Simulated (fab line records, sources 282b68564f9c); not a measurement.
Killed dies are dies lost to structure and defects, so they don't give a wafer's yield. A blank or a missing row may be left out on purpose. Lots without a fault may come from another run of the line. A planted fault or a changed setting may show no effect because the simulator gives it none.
fab line records | flow rit_cmos
record lots=5 wafers=15 last_day=4
route steps=202 shown CONTACT@168 M1@184
lots that met no fault: from a run of the same line without faults
start_h: hours from the record's first day to the start of the lot's first wafer shown | wait_h: hours since the lot's step before | " the same as in the row above | L1.1+2: a row that stands for several wafers | - no value, or no start given | * or withheld: withheld | < > ~ a bound
route shown NAME@n: a module of which the file shows steps, and the number in the route of the first | usual: mean/standard deviation of fault-free wafers | same: alike in all rows | chamber/n: place in a boat | sites: the reading at each site | _std_site: their standard deviation | _edge_site: outer sites' mean less inner sites' | radius_mm: how far each site lies from the wafer's centre | mask NAME#n: copy n | behind: the tool/chamber that last shaped the wafer | hold: why the lot was held/for how many hours/how that ended | device: the transistor (n, p or np) that didn't switch | end of line: the same wafers' tests at the end of the route | a step without rows: its recipe alone | killed: dies lost to structure and defects at the first sort, not the wafer's yield | map: a wafer's dies, x killed, . not, _ none there
set.NAME: the setting as run; set.NAME@STEP: as run at that earlier step | model.NAME: the simulator's own value behind a step, which no gauge read
lots at some steps of the route; a table a step, a row a wafer
services: from which hour (start_h, from the record's first day; less than 0 if before it) a tool's chamber was out of use, for how many hours, and why
## steps
# step RIT_CONTACT_CVD_00
# recipe material=SiO2 target_thk_nm=400 precursor=TEOS temp_c=390 time_s=61 rf_w=400
# usual heater_power_w=352/57 susceptor_temp_C=390.01/0.21
# same time_s=61
# columns lot.wafer tool chamber start_h wait_h heater_power_w susceptor_temp_C
L075.1 pecvd-01 1 62.72 0.1 355 389.98
L075.2 " 2 " " 338 390.01
L075.3 " 0 " " 403 390.08
L076.1 pecvd-02 2 66.02 0.1 321 389.48
L076.2 " 0 " " 424 390.26
L076.4 " 2 " " 340 389.52
L079.3 pecvd-02 2 81.66 0.0 412 390.06
L079.5 " 1 " " 270 390.02
L079.6 " 0 " " 468 389.70
L080.1 pecvd-03 0 88.10 0.1 290 390.17
L080.2 " 1 " " 336 389.76
L080.4 " 0 " " 302 390.25
L082.1 pecvd-02 1 98.75 0.1 349 390.21
L082.3 " 0 " " 404 390.27
L082.5 " 1 " " 358 389.96
# step RIT_CONTACT_THK_MEAS_01
# recipe reads=SiO2_of_CONTACT_CVD_00
# usual CONTACT_TEOS_THK=401/5
# columns lot.wafer tool chamber start_h wait_h CONTACT_TEOS_THK[nm]
L075.1 film_metro-01 - 62.77 0.0 398
L075.2 " - " " 402
L075.3 " - " " 399
L076.1 film_metro-01 - 66.08 0.0 392
L076.2 " - " " 396
L076.4 " - " " 400
L079.3 film_metro-01 - 81.73 0.0 395
L079.5 " - " " 401
L079.6 " - " " 408
L080.1 film_metro-02 - 88.15 0.0 401
L080.2 " - " " 395
L080.4 " - " " 406
L082.1 film_metro-02 - 98.81 0.0 398
L082.3 " - " " 403
L082.5 " - " " 398
# step RIT_CONTACT_HMDS_02
# recipe prime_time_s=60 prime_temp_c=140
# columns lot.wafer tool chamber start_h wait_h
L075.1+2+3 litho_track-03 0 62.83 0.1
L076.1+2+4 litho_track-01 0 66.14 0.1
L079.3+5+6 litho_track-01 0 81.82 0.1
L080.1+2+4 litho_track-04 0 88.21 0.1
L082.1+3+5 litho_track-04 0 99.03 0.2
# step RIT_CONTACT_COAT_03
# recipe resist=NOVOLAK spin_rpm=3250 resist_thk_nm=1000
# columns lot.wafer tool chamber start_h wait_h
L075.1+2+3 litho_track-03 0 62.98 0.1
L076.1+2+4 litho_track-01 0 66.29 0.1
L079.3+5+6 litho_track-01 0 81.97 0.1
L080.1+2+4 litho_track-04 0 88.36 0.1
L082.1+3+5 litho_track-04 0 99.18 0.1
# step RIT_CONTACT_SOFTBAKE_04
# recipe resist=NOVOLAK temp_c=90 time_s=60
# usual plate_temp_C=89.99/0.11
# same time_s=60
# columns lot.wafer tool chamber start_h wait_h plate_temp_C
L075.1 litho_track-03 0 63.13 0.1 89.91
L075.2 " 0 " " 89.83
L075.3 " 0 " " 89.85
L076.1 litho_track-01 0 66.44 0.1 90.03
L076.2 " 0 " " 89.87
L076.4 " 0 " " 90.00
L079.3 litho_track-01 0 82.12 0.1 90.03
L079.5 " 0 " " 90.05
L079.6 " 0 " " 89.99
L080.1 litho_track-04 0 88.51 0.1 90.36
L080.2 " 0 " " 90.08
L080.4 " 0 " " 90.18
L082.1 litho_track-04 0 99.33 0.1 89.89
L082.3 " 0 " " 89.92
L082.5 " 0 " " 89.90
# step RIT_CONTACT_EXPOSE_05
# recipe mask_id=M11 na=0.6 source_shape=conventional sigma_outer=0.5 target_cd_nm=1000 dose_mj=250
# same sigma_outer=0.5
# columns lot.wafer tool chamber start_h wait_h mask
L075.1+2+3 iline_stepper-02 0 63.41 0.2 M11#0
L076.1+2+4 iline_stepper-01 0 66.71 0.2 M11#0
L079.3+5+6 iline_stepper-02 0 82.38 0.2 M11#0
L080.1+2+4 iline_stepper-02 0 88.66 0.1 M11#0
L082.1+3+5 iline_stepper-01 0 99.48 0.1 M11#0
# step RIT_CONTACT_PEB_06
# recipe resist=NOVOLAK temp_c=withheld time_s=withheld
# columns lot.wafer tool chamber start_h wait_h
L075.1+2+3 litho_track-03 0 63.52 0.1
L076.1+2+4 litho_track-03 0 66.83 0.1
L079.3+5+6 litho_track-04 0 82.51 0.1
L080.1+2+4 litho_track-04 0 88.78 0.1
L082.1+3+5 litho_track-04 0 99.60 0.1
# step RIT_CONTACT_DEVELOP_07
# recipe resist=NOVOLAK develop_time_s=120 dev_temp_c=23
# columns lot.wafer tool chamber start_h wait_h
L075.1+2+3 litho_track-03 0 - -
L076.1+2+4 litho_track-03 0 - -
L079.3+5+6 litho_track-04 0 - -
L080.1+2+4 litho_track-04 0 - -
L082.1+3+5 litho_track-04 0 - -
# step RIT_CONTACT_CD_MEAS_08
# recipe target_cd_nm=1000
# usual cd_nm=998.9/2.1
# columns lot.wafer tool chamber start_h wait_h cd_nm
L075.1 cd_sem-02 - 63.92 - 998.0
L075.2 " - " " 999.3
L075.3 " - " " 997.1
L076.1 cd_sem-01 - 67.23 - 1000.5
L076.2 " - " " 1000.5
L076.4 " - " " 1000.8
L079.3 cd_sem-01 - 82.90 - 1000.0
L079.5 " - " " 1000.2
L079.6 " - " " 1000.7
L080.1 cd_sem-01 - 89.18 - 999.1
L080.2 " - " " 1000.1
L080.4 " - " " 996.6
L082.1 cd_sem-02 - 100.00 - 1000.8
L082.3 " - " " 999.0
L082.5 " - " " 996.3
# step RIT_CONTACT_OVL_MEAS_09
# usual CONTACT_OVL=0.6/1.2
# columns lot.wafer tool chamber start_h wait_h CONTACT_OVL[nm]
L075.1 overlay-01 - 64.04 0.1 0.0
L075.2 " - " " -1.2
L075.3 " - " " 0.3
L076.1 overlay-01 - 67.35 0.1 -0.3
L076.2 " - " " 0.2
L076.4 " - " " 1.8
L079.3 overlay-01 - 82.99 0.1 1.4
L079.5 " - " " 2.5
L079.6 " - " " 2.1
L080.1 overlay-01 - 89.30 0.1 1.4
L080.2 " - " " 1.1
L080.4 " - " " 0.2
L082.1 overlay-01 - 100.12 0.1 -2.3
L082.3 " - " " 1.6
L082.5 " - " " 0.7
# step RIT_CONTACT_HARDBAKE_10
# recipe resist=NOVOLAK temp_c=140 time_s=60
# usual plate_temp_C=140.00/0.13
# same time_s=60
# columns lot.wafer tool chamber start_h wait_h plate_temp_C
L075.1 litho_track-01 0 64.08 0.0 139.82
L075.2 " 0 " " 140.05
L075.3 " 0 " " 140.07
L076.1 litho_track-03 0 67.38 0.0 140.06
L076.2 " 0 " " 140.12
L076.4 " 0 " " 140.09
L079.3 litho_track-03 0 83.07 0.1 140.14
L079.5 " 0 " " 140.19
L079.6 " 0 " " 140.03
L080.1 litho_track-04 0 89.33 0.0 140.03
L080.2 " 0 " " 139.87
L080.4 " 0 " " 139.76
L082.1 litho_track-01 0 100.16 0.0 140.16
L082.3 " 0 " " 139.93
L082.5 " 0 " " 139.93
# step RIT_CONTACT_ETCH_11
# recipe target_depth_a=4800 over_etch_frac=0.2 stop_on=TiSi2 chemistry=CHF3/CF4/Ar target=SiO2 CHF3_flow_sccm=50 cf4_flow_sccm=10 Ar_flow_sccm=100 O2_flow_sccm=5 pressure_mtorr=100 rf_w=200 time_s=320
# usual drypump_motor_current_A=5.6/0.58 oes_product_au=0.992/0.015 throttle_valve_pct=8.82/0.13
# same time_s=320
# columns lot.wafer tool chamber start_h wait_h drypump_motor_current_A oes_product_au rf_hours_counter_h throttle_valve_pct
L075.1 rie_diel-03 2 64.23 0.1 6.6 0.980 5 9.03
L075.2 " 3 " " 4.9 1.011 54 8.59
L075.3 " 0 " " 5.2 0.995 23 8.79
L076.1 rie_diel-02 2 67.53 0.1 5.0 0.991 97 8.73
L076.2 " 1 " " 5.8 0.973 53 8.93
L076.4 " 2 " " 5.0 0.992 - 8.74
L079.3 rie_diel-04 0 83.17 0.1 5.7 0.975 40 8.93
L079.5 " 3 " " 5.9 1.001 - 8.81
L079.6 " 0 " " 5.7 0.975 - 8.93
L080.1 rie_diel-03 0 89.48 0.1 5.2 0.984 23 8.78
L080.2 " 3 " " 4.9 1.010 54 8.59
L080.4 " 1 " " 5.3 0.976 8 8.76
L082.1 rie_diel-04 0 100.31 0.1 5.7 0.981 41 8.93
L082.3 " 1 " " 4.8 0.999 134 8.71
L082.5 " 1 " " 4.8 0.994 - 8.69
# step RIT_CONTACT_STRIP_12
# recipe chemistry=O2 time_s=180 resist=NOVOLAK platen_temp_c=withheld power_w=500 pressure_mtorr=4000 o2_flow_sccm=4000
# usual drypump_motor_current_A=5.4/0.48 o2_flow_sccm=4000/11
# same time_s=180
# columns lot.wafer tool chamber start_h wait_h drypump_motor_current_A o2_flow_sccm rf_hours_counter_h
L075.1 plasma_asher-04 0 64.42 0.1 4.8 4000 49
L075.2 " 1 " " 5.2 3988 49
L075.3 " 1 " " 5.2 4011 -
L076.1 plasma_asher-04 1 67.73 0.1 5.2 4008 49
L076.2 " 0 " " 4.8 3985 49
L076.4 " 1 " " 5.2 3985 -
L079.3 plasma_asher-04 1 83.42 0.2 5.2 4028 -
L079.5 " 1 " " 5.2 4012 -
L079.6 " 0 " " 4.8 3996 -
L080.1 plasma_asher-03 0 89.68 0.1 5.8 4003 50
L080.2 " 1 " " 5.4 4002 50
L080.4 " 0 " " 5.8 4005 -
L082.1 plasma_asher-03 0 100.50 0.1 5.8 4007 51
L082.3 " 0 " " 5.8 4006 -
L082.5 " 1 " " 5.4 3992 -
# step RIT_CONTACT_CD_MEAS_90
# recipe target_cd_nm=1000
# usual cd_nm=999.0/2.1
# columns lot.wafer tool chamber start_h wait_h cd_nm
L075.1 cd_sem-01 - 64.60 0.1 998.2
L075.2 " - " " 999.2
L075.3 " - " " 996.9
L076.1 cd_sem-01 - 67.90 0.1 1001.4
L076.2 " - " " 1000.4
L076.4 " - " " 1001.5
L079.3 cd_sem-02 - 83.58 0.1 999.6
L079.5 " - " " 999.8
L079.6 " - " " 1000.4
L080.1 cd_sem-02 - 89.85 0.1 998.9
L080.2 " - " " 999.4
L080.4 " - " " 996.5
L082.1 cd_sem-01 - 100.68 0.1 1000.9
L082.3 " - " " 999.5
L082.5 " - " " 997.3
# step RIT_CONTACT_CLEAN_13
# recipe chemistry=SC1 mix=3:3:50 time_s=600 temp_c=75
# same time_s=600
# columns lot.wafer tool chamber start_h wait_h
L075.1+2+3 wet_bench-03 2 64.72 0.1
L076.1+2+4 wet_bench-03 0 68.02 0.1
L079.3+5+6 wet_bench-04 3 83.66 0.1
L080.1+2+4 wet_bench-03 1 89.97 0.1
L082.1+3+5 wet_bench-01 2 100.80 0.1
# step RIT_CONTACT_CLEAN_14
# recipe chemistry=SC2 mix=3:3:50 time_s=600 temp_c=75 dry=n2_spin
# same time_s=600
# columns lot.wafer tool chamber start_h wait_h
L075.1+2+3 wet_bench-04 1 64.89 0.0
L076.1+2+4 wet_bench-04 0 68.20 0.0
L079.3+5+6 wet_bench-03 3 83.83 0.0
L080.1+2+4 wet_bench-04 1 90.16 0.0
L082.1+3+5 wet_bench-03 1 100.99 0.0
# step RIT_M1_SPUTTER_00
# recipe material=Al target_thk_nm=400 power_w=2000 chamber_pressure_pa=0.4 gas=Ar time_s=500 substrate_temp_c=25
# usual throttle_valve_pct=30.3/0.81
# same time_s=500
# columns lot.wafer tool chamber start_h wait_h throttle_valve_pct
L075.1 pvd_sputter-02 - 65.07 0.0 29.7
L075.2 " - " " 30.4
L075.3 " - " " 29.5
L076.1 pvd_sputter-04 - 68.37 0.0 31.6
L076.2 " - " " 30.6
L076.4 " - " " 29.9
L079.3 pvd_sputter-02 - 84.01 0.0 30.2
L079.5 " - " " 29.7
L079.6 " - " " 29.6
L080.1 pvd_sputter-04 - 90.34 0.0 30.3
L080.2 " - " " 29.9
L080.4 " - " " 31.4
L082.1 pvd_sputter-04 - 101.16 0.0 29.8
L082.3 " - " " 30.7
L082.5 " - " " 31.6
# step RIT_M1_RS_MEAS_01
# recipe thk_meas_gauge=four-point-probe reads=Al_of_M1_SPUTTER_00
# usual M1_AL_RS=0.0733/0.00079
# columns lot.wafer tool chamber start_h wait_h M1_AL_RS[ohm/sq]
L075.1 film_metro-01 - 65.36 0.1 0.0744
L075.2 " - " " 0.0741
L075.3 " - " " 0.0731
L076.1 film_metro-02 - 68.67 0.1 0.0737
L076.2 " - " " 0.0742
L076.4 " - " " 0.0739
L079.3 film_metro-01 - 84.34 0.2 0.0731
L079.5 " - " " 0.0746
L079.6 " - " " 0.0734
L080.1 film_metro-01 - 90.63 0.1 0.0732
L080.2 " - " " 0.0721
L080.4 " - " " 0.0735
L082.1 film_metro-01 - 101.46 0.1 0.0736
L082.3 " - " " 0.0734
L082.5 " - " " 0.0739
# step RIT_M1_THK_MEAS_02
# recipe thk_meas_gauge=xrf reads=Al_of_M1_SPUTTER_00
# usual M1_AL_THK=402/4.5
# columns lot.wafer tool chamber start_h wait_h M1_AL_THK[nm]
L075.1 film_metro-01 - 65.48 0.1 396
L075.2 " - " " 399
L075.3 " - " " 404
L076.1 film_metro-02 - 68.79 0.1 399
L076.2 " - " " 400
L076.4 " - " " 399
L079.3 film_metro-01 - 84.44 0.1 406
L079.5 " - " " 395
L079.6 " - " " 403
L080.1 film_metro-01 - 90.75 0.1 402
L080.2 " - " " 407
L080.4 " - " " 400
L082.1 film_metro-01 - 101.58 0.1 400
L082.3 " - " " 405
L082.5 " - " " 402
# step RIT_M1_HMDS_03
# recipe prime_time_s=60 prime_temp_c=140
# columns lot.wafer tool chamber start_h wait_h
L075.1+2+3 litho_track-02 0 65.54 0.1
L076.1+2+4 litho_track-04 0 68.85 0.1
L079.3+5+6 litho_track-04 0 84.53 0.1
L080.1+2+4 litho_track-02 0 90.81 0.1
L082.1+3+5 litho_track-04 0 101.64 0.1
# step RIT_M1_COAT_04
# recipe resist=NOVOLAK spin_rpm=2000 resist_thk_nm=1300
# columns lot.wafer tool chamber start_h wait_h
L075.1+2+3 litho_track-02 0 65.69 0.1
L076.1+2+4 litho_track-04 0 69.00 0.1
L079.3+5+6 litho_track-04 0 84.68 0.1
L080.1+2+4 litho_track-02 0 90.96 0.1
L082.1+3+5 litho_track-04 0 101.79 0.1
# step RIT_M1_SOFTBAKE_05
# recipe resist=NOVOLAK temp_c=90 time_s=60
# usual plate_temp_C=90.01/0.12
# same time_s=60
# columns lot.wafer tool chamber start_h wait_h plate_temp_C
L075.1 litho_track-02 0 65.84 0.1 89.81
L075.2 " 0 " " 90.12
L075.3 " 0 " " 90.10
L076.1 litho_track-04 0 69.15 0.1 90.07
L076.2 " 0 " " 89.96
L076.4 " 0 " " 90.03
L079.3 litho_track-04 0 84.83 0.1 90.11
L079.5 " 0 " " 90.09
L079.6 " 0 " " 90.08
L080.1 litho_track-02 0 91.11 0.1 89.93
L080.2 " 0 " " 89.86
L080.4 " 0 " " 90.14
L082.1 litho_track-04 0 101.94 0.1 89.96
L082.3 " 0 " " 89.98
L082.5 " 0 " " 89.88
# step RIT_M1_EXPOSE_06
# recipe mask_id=M12 na=0.6 source_shape=conventional sigma_outer=0.5 target_cd_nm=2600 dose_mj=250
# same sigma_outer=0.5
# columns lot.wafer tool chamber start_h wait_h mask
L075.1+2+3 iline_stepper-01 0 66.12 0.2 M12#0
L076.1+2+4 iline_stepper-01 0 69.30 0.1 M12#0
L079.3+5+6 iline_stepper-02 0 84.97 0.1 M12#0
L080.1+2+4 iline_stepper-02 0 91.26 0.1 M12#0
L082.1+3+5 iline_stepper-01 0 102.09 0.1 M12#0
# step RIT_M1_PEB_07
# recipe resist=NOVOLAK temp_c=withheld time_s=withheld
# columns lot.wafer tool chamber start_h wait_h
L075.1+2+3 litho_track-02 0 66.23 0.1
L076.1+2+4 litho_track-02 0 69.45 0.1
L079.3+5+6 litho_track-01 0 85.12 0.1
L080.1+2+4 litho_track-04 0 91.38 0.1
L082.1+3+5 litho_track-02 0 102.27 0.2
# step RIT_M1_DEVELOP_08
# recipe resist=NOVOLAK develop_time_s=68 dev_temp_c=23
# columns lot.wafer tool chamber start_h wait_h
L075.1+2+3 litho_track-02 0 - -
L076.1+2+4 litho_track-02 0 - -
L079.3+5+6 litho_track-01 0 - -
L080.1+2+4 litho_track-04 0 - -
L082.1+3+5 litho_track-02 0 - -
# step RIT_M1_CD_MEAS_09
# recipe target_cd_nm=2600
# usual cd_nm=2601.6/2.4
# columns lot.wafer tool chamber start_h wait_h cd_nm
L075.1 cd_sem-01 - 66.55 - 2602.3
L075.2 " - " " 2603.9
L075.3 " - " " 2604.4
L076.1 cd_sem-01 - 69.76 - 2600.9
L076.2 " - " " 2599.4
L076.4 " - " " 2600.6
L079.3 cd_sem-02 - 85.43 - 2598.9
L079.5 " - " " 2599.4
L079.6 " - " " 2599.7
L080.1 cd_sem-01 - 91.69 - 2599.5
L080.2 " - " " 2599.0
L080.4 " - " " 2600.2
L082.1 cd_sem-02 - 102.59 - 2601.1
L082.3 " - " " 2601.8
L082.5 " - " " 2601.5
# step RIT_M1_OVL_MEAS_10
# usual M1_OVL=-0.5/1.5
# columns lot.wafer tool chamber start_h wait_h M1_OVL[nm]
L075.1 overlay-01 - 66.67 0.1 -1.7
L075.2 " - " " -2.4
L075.3 " - " " -2.4
L076.1 overlay-01 - 69.88 0.1 -0.8
L076.2 " - " " -2.9
L076.4 " - " " -2.6
L079.3 overlay-01 - 85.52 0.1 0.7
L079.5 " - " " -0.6
L079.6 " - " " 0.6
L080.1 overlay-02 - 91.81 0.1 1.1
L080.2 " - " " -0.2
L080.4 " - " " 0.0
L082.1 overlay-01 - 102.71 0.1 -0.4
L082.3 " - " " -1.7
L082.5 " - " " -3.9
# step RIT_M1_HARDBAKE_11
# recipe resist=NOVOLAK temp_c=140 time_s=120
# usual plate_temp_C=140.02/0.14
# same time_s=120
# columns lot.wafer tool chamber start_h wait_h plate_temp_C
L075.1 litho_track-01 0 66.70 0.0 139.89
L075.2 " 0 " " 139.92
L075.3 " 0 " " 139.96
L076.1 litho_track-04 0 69.92 0.0 140.11
L076.2 " 0 " " 140.03
L076.4 " 0 " " 139.99
L079.3 litho_track-04 0 85.63 0.1 140.19
L079.5 " 0 " " 140.46
L079.6 " 0 " " 140.07
L080.1 litho_track-01 0 91.85 0.0 140.11
L080.2 " 0 " " 139.99
L080.4 " 0 " " 140.12
L082.1 litho_track-01 0 102.87 0.2 139.97
L082.3 " 0 " " 140.18
L082.5 " 0 " " 139.79
# step RIT_M1_METAL_ETCH_12
# recipe stop_on=SiO2 chemistry=Cl2/BCl3 target=Al time_s=165 over_etch_frac=0.5 pressure_mtorr=100 target_depth_a=6000 rf_w=250 Cl2_flow_sccm=60 bcl3_flow_sccm=50
# usual drypump_motor_current_A=5.72/0.19 oes_product_au=0.777/0.01 throttle_valve_pct=8.28/0.11
# same time_s=165
# columns lot.wafer tool chamber start_h wait_h drypump_motor_current_A oes_product_au rf_hours_counter_h throttle_valve_pct
L075.1 rie_metal-01 0 66.95 0.2 5.82 0.755 1 8.15
L075.2 " 1 " " 5.72 0.776 1 8.16
L075.3 " 0 " " 5.82 0.781 - 8.14
L076.1 rie_metal-03 0 70.17 0.2 5.99 0.768 4 8.46
L076.2 " 1 " " 5.75 0.786 4 8.30
L076.4 " 0 " " 6.01 0.764 - 8.45
L079.3 rie_metal-03 1 85.85 0.2 5.75 0.795 - 8.29
L079.5 " 1 " " 5.75 0.784 - 8.30
L079.6 " 0 " " 6.05 0.770 - 8.46
L080.1 rie_metal-02 0 92.10 0.2 5.51 0.778 35 8.37
L080.2 " 1 " " 5.46 0.784 38 8.29
L080.4 " 1 " " 5.46 0.779 - 8.30
L082.1 rie_metal-03 0 103.12 0.2 6.00 0.774 4 8.46
L082.3 " 0 " " 5.99 0.768 - 8.46
L082.5 " 1 " " 5.75 0.787 - 8.30
# step RIT_M1_STRIP_13
# recipe chemistry=nmp resist=NOVOLAK temp_c=80 time_s=600 dry=n2_spin
# same time_s=600
# columns lot.wafer tool chamber start_h wait_h
L075.1+2+3 wet_bench-02 2 67.12 0.1
L076.1+2+4 wet_bench-02 2 70.33 0.1
L079.3+5+6 wet_bench-01 2 85.95 0.1
L080.1+2+4 wet_bench-01 2 92.26 0.1
L082.1+3+5 wet_bench-03 0 103.28 0.1
# step RIT_M1_STRIP_14
# recipe chemistry=O2 time_s=180 platen_temp_c=withheld power_w=500 pressure_mtorr=4000 o2_flow_sccm=4000
# usual drypump_motor_current_A=5.1/0.34 o2_flow_sccm=3998/12
# same time_s=180
# columns lot.wafer tool chamber start_h wait_h drypump_motor_current_A o2_flow_sccm rf_hours_counter_h
L075.1 plasma_asher-03 1 67.31 0.0 5.4 3982 47
L075.2 " 0 " " 5.8 4003 47
L075.3 " 0 " " 5.8 3983 -
L076.1 plasma_asher-04 1 70.50 0.0 5.2 3996 50
L076.2 " 0 " " 4.8 3977 50
L076.4 " 1 " " 5.2 3980 -
L079.3 plasma_asher-04 1 86.19 0.1 5.2 4005 -
L079.5 " 0 " " 4.8 4015 -
L079.6 " 1 " " 5.2 3998 -
L080.1 plasma_asher-04 1 92.45 0.0 5.1 4003 52
L080.2 " 0 " " 4.8 4001 52
L080.4 " 1 " " 5.2 3993 -
L082.1 plasma_asher-04 1 103.46 0.0 5.2 4008 53
L082.3 " 0 " " 4.8 3988 -
L082.5 " 0 " " 4.8 3989 -
# step RIT_M1_CD_MEAS_90
# recipe target_cd_nm=2600
# usual cd_nm=2601/3
# columns lot.wafer tool chamber start_h wait_h cd_nm
L075.1 cd_sem-02 - 67.48 0.1 2602
L075.2 " - " " 2606
L075.3 " - " " 2604
L076.1 cd_sem-01 - 70.68 0.1 2600
L076.2 " - " " 2598
L076.4 " - " " 2597
L079.3 cd_sem-02 - 86.34 0.1 2596
L079.5 " - " " 2596
L079.6 " - " " 2595
L080.1 cd_sem-02 - 92.63 0.1 2599
L080.2 " - " " 2599
L080.4 " - " " 2601
L082.1 cd_sem-02 - 103.63 0.1 2599
L082.3 " - " " 2599
L082.5 " - " " 2600
# step RIT_M1_ANNEAL_15
# recipe temp_c=450 time_s=1800 ambient=forming_gas_H2N2
# usual zone_power_source_pct=6.22/0.059
# same time_s=1800
# columns lot.wafer tool chamber start_h wait_h zone_power_source_pct
L075.1 furnace-02 0 67.60 0.1 6.30
L075.2 " 0 " " 6.23
L075.3 " 0 " " 6.28
L076.1 furnace-02 0 70.80 0.1 6.31
L076.2 " 0 " " 6.28
L076.4 " 0 " " 6.15
L079.3 furnace-02 0 86.42 0.1 6.21
L079.5 " 0 " " 6.25
L079.6 " 0 " " 6.31
L080.1 furnace-02 0 92.75 0.1 6.19
L080.2 " 0 " " 6.15
L080.4 " 0 " " 6.24
L082.1 furnace-02 0 103.75 0.1 6.36
L082.3 " 0 " " 6.25
L082.5 " 0 " " 6.25
# step RIT_M1_BOW_MEAS_16
# recipe mode=bow
# usual M1_BOW=17/7.1
# columns lot.wafer tool chamber start_h wait_h M1_BOW[um]
L075.1 film_metro-01 - 69.10 0.0 36
L075.2 " - " " 22
L075.3 " - " " 19
L076.1 film_metro-02 - 72.30 0.0 21
L076.2 " - " " 13
L076.4 " - " " 21
L079.3 film_metro-03 - 87.96 0.0 28
L079.5 " - " " 22
L079.6 " - " " 22
L080.1 film_metro-02 - 94.25 0.0 6
L080.2 " - " " 14
L080.4 " - " " 12
L082.1 film_metro-03 - 105.25 0.0 7
L082.3 " - " " 5
L082.5 " - " " 20
# step RIT_M1_PROBE_99
# usual defect_limited_yield=97.5/1.1 killed_at_front_end=6.6/3 killed_dies=6.6/3 killed_open=3.4/2 killed_short=3.2/2 sort_bin_3_pad_short=0.1/0.2 sort_bin_5_function=1.4/0.83 sort_bin_6_memory=1.0/0.63 sort_n_pass=257.4/3 sort_yield_pct=97.5/1.1
# same gross_dies=264 killed_at_M0_to_M3=0 killed_at_M4_up=0 killed_at_back_side=0 killed_at_contacts=0 killed_at_other=0
# columns lot.wafer tool chamber start_h wait_h defect_limited_yield[%] killed_at_front_end killed_dies killed_open killed_short sort_bin_3_pad_short[%] sort_bin_5_function[%] sort_bin_6_memory[%] sort_n_pass sort_yield_pct[%]
L075.1 prober-02 - 69.22 0.1 97.3 7 7 5 2 0 1.5 1.1 257.0 97.3
L075.2 prober-02 - 69.27 0.1 97.3 7 7 1 6 0 1.9 0.8 257.0 97.3
L075.3 prober-02 - 69.32 0.2 97.0 8 8 3 5 0.8 1.1 1.1 256.0 97.0
L076.1 prober-01 - 72.42 0.1 93.2 18 18 8 10 0 4.2 2.7 246.0 93.2
L076.2 prober-01 - 72.47 0.1 96.2 10 10 6 4 0 2.3 1.5 254.0 96.2
L076.4 prober-01 - 72.57 0.2 96.6 9 9 3 6 0 2.7 0.8 255.0 96.6
L079.3 prober-02 - 88.14 0.2 98.1 5 5 2 3 0.4 0 1.5 259.0 98.1
L079.5 prober-02 - 88.24 0.2 98.1 5 5 2 3 0 0.4 1.5 259.0 98.1
L079.6 prober-02 - 88.29 0.2 98.5 4 4 4 0 0 1.1 0.4 260.0 98.5
L080.1 prober-01 - 94.37 0.1 98.5 4 4 2 2 0 0.8 0.8 260.0 98.5
L080.2 prober-01 - 94.42 0.1 97.7 6 6 2 4 0.4 0.8 1.1 258.0 97.7
L080.4 prober-01 - 94.52 0.2 98.1 5 5 2 3 0 1.1 0.8 259.0 98.1
# killed by level:class
L075.1 FOX1:geometric_particle:open=1 FOX2:geometric_particle:open=1 GATE:geometric_particle:short=1 GATE:geometric_particle:open=1 REOX:geometric_particle:open=1 SPACER:geometric_particle:short=1 SILICIDE:geometric_particle:open=1
L075.2 FOX2:geometric_particle:short=3 GATE:geometric_particle:short=3 REOX:geometric_particle:open=1
L075.3 GATE:geometric_particle:short=3 GATE:geometric_particle:open=2 REOX:geometric_particle:open=1 REOX:geometric_particle:short=1 SPACER:geometric_particle:short=1
L076.1 GATE:geometric_particle:short=6 GATE:geometric_particle:open=3 SPACER:geometric_particle:short=3 SPACER:geometric_particle:open=2 FOX2:geometric_particle:open=1 REOX:geometric_particle:open=1 REOX:geometric_particle:short=1 SILICIDE:geometric_particle:open=1
L076.2 FOX2:geometric_particle:open=3 GATE:geometric_particle:short=2 REOX:geometric_particle:open=2 FOX1:geometric_particle:short=1 REOX:geometric_particle:short=1 SPACER:geometric_particle:open=1
L076.4 GATE:geometric_particle:short=3 FOX1:geometric_particle:open=1 GATE:geometric_particle:open=1 REOX:geometric_particle:open=1 REOX:geometric_particle:short=1 SPACER:geometric_particle:short=1 SILICIDE:geometric_particle:short=1
L079.3 GATE:geometric_particle:open=1 GATE:geometric_particle:short=1 REOX:geometric_particle:short=1 SPACER:geometric_particle:short=1 SPACER:geometric_particle:open=1
L079.5 GATE:geometric_particle:short=3 FOX1:geometric_particle:open=1 FOX2:geometric_particle:open=1
L079.6 FOX1:geometric_particle:open=1 GATE:geometric_particle:open=1 REOX:geometric_particle:open=1 SILICIDE:geometric_particle:open=1
L080.1 FOX1:geometric_particle:short=1 GATE:geometric_particle:short=1 SPACER:geometric_particle:open=1 SILICIDE:geometric_particle:open=1
L080.2 ACTIVE:geometric_particle:short=1 FOX2:geometric_particle:open=1 GATE:geometric_particle:short=1 REOX:geometric_particle:short=1 SPACER:geometric_particle:open=1 SILICIDE:geometric_particle:short=1
L080.4 FOX2:geometric_particle:short=1 GATE:geometric_particle:short=1 GATE:geometric_particle:open=1 REOX:geometric_particle:short=1 SILICIDE:geometric_particle:open=1
## services
# columns tool chamber start_h hours kind
pecvd-03 2 41.25 6.8 repair
rie_diel-03 2 42.92 8.1 repair
pecvd-03 1 47.84 5.9 repair
pecvd-02 2 52.24 11.3 repair
rie_diel-04 1 54.60 8.1 repair
pecvd-02 - 58.59 1.1 repair
rie_diel-02 3 60.54 7.6 repair
iline_stepper-02 0 64.84 - calibration
rie_diel-04 2 71.74 8.0 repair
pvd_sputter-04 - 72.00 0.6 repair
rie_metal-03 1 72.47 10.2 repair
pecvd-03 0 81.09 6.3 repair
rie_diel-04 2 81.53 3.8 repair
iline_stepper-01 - 86.13 1.8 repair
rie_metal-03 1 89.08 3.9 repair
rie_diel-04 2 94.22 3.2 repair
wet_bench-01 - 96.57 1.0 repair
## key
fault none
